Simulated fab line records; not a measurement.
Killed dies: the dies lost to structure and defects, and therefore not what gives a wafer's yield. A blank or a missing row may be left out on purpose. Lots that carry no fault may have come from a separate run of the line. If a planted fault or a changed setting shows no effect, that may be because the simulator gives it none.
The same fault as seen by 2 desks / flow rit_cmos / numbers are kept per desk, each desk with only its own; the story behind them comes last

== TOOL OWNER'S DESK, rie_si-02 ==
The tool's own readings at RIT_GATE_ETCH_19 (etches poly-Si in SF6/CHF3/O2, stops on SiO2, time 165 s, target depth 312.5 nm): means of the sampled wafers that have a number, for each lot that ran on this tool. Marked OUT: a lot whose mean sits more than 4 standard deviations from the usual mean, which makes it out of limits; the brackets give that distance.
Columns: A = drypump_motor_current_A at RIT_GATE_ETCH_19, usual 5.7 A; B = oes_product_au at RIT_GATE_ETCH_19, usual 0.850 a.u.; C = rf_fwd_power_W at RIT_GATE_ETCH_19, usual 159.3 W; D = run_length_s at RIT_GATE_ETCH_19, usual 193.2 s; E = throttle_valve_pct at RIT_GATE_ETCH_19, usual 10.26 %
lot=L846; first seen here=day 3 17:04; A=5.5; B=0.839; C=159.4; D=193.0; E=10.26
lot=L852; first seen here=day 4 19:55; A=5.2; B=0.849; C=159.9; D=193.3; E=10.25
lot=L860; first seen here=day 6 12:32; A=5.2; B=0.896; C=159.3; D=179.8 (-31) OUT; E=10.27
This desk finds L860 out of limits, L860 being first, at day 6 12:32 (run_length_s at RIT_GATE_ETCH_19). Within limits: L846, L852.

== FROM THE METROLOGY DESK ==
Means of the sampled wafers that have a number, per lot and without regard to the tool the lot ran on: this is what the gauges read. Marked OUT: a lot whose mean sits more than 4 standard deviations from the usual mean, which makes it out of limits; the brackets give that distance.
Columns: A = GATE_OXIDE_THK at RIT_GATE_THK_MEAS_07, usual 3.03 nm; B = GATE_POLY_THK at RIT_GATE_THK_MEAS_09, usual 251.2 nm; C = cd_nm at RIT_GATE_CD_MEAS_16, usual 149.6 nm; D = GATE_OVL at RIT_GATE_OVL_MEAS_17, usual -1.4 nm
lot=L846; first seen here=day 3 13:22; A=3.08; B=249.9; C=149.4; D=-1.8
lot=L852; first seen here=day 4 16:53; A=2.98; B=251.4; C=151.6; D=-0.6
lot=L857; first seen here=day 5 17:19; A=3.09; B=254.6; C=150.0; D=-3.4
lot=L860; first seen here=day 6 09:40; A=2.94; B=250.0; C=151.0; D=-1.9
lot=L861; first seen here=day 6 13:55; A=2.99; B=250.9; C=149.6; D=-0.5
This desk's finding: nothing out of limits on any of the 5 lots.

== ALL TOGETHER ==
An alarm could have come from the tool owner's desk at day 6 12:32, on L860.
Metrology desk: nothing out of limits seen.
The metrology desk holds a record of L860, inside its limits.
Every lot named ran RIT_GATE_ETCH_19 on rie_si-02.

== WHAT WAS PUT IN BY THE SIMULATOR ==
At RIT_GATE_ETCH_19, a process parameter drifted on rie_si-02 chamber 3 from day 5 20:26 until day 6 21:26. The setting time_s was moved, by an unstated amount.
Lots struck among those shown: L860.
Each desk's first reading out of limits, in hours after the fault started: the tool owner's desk, 16.
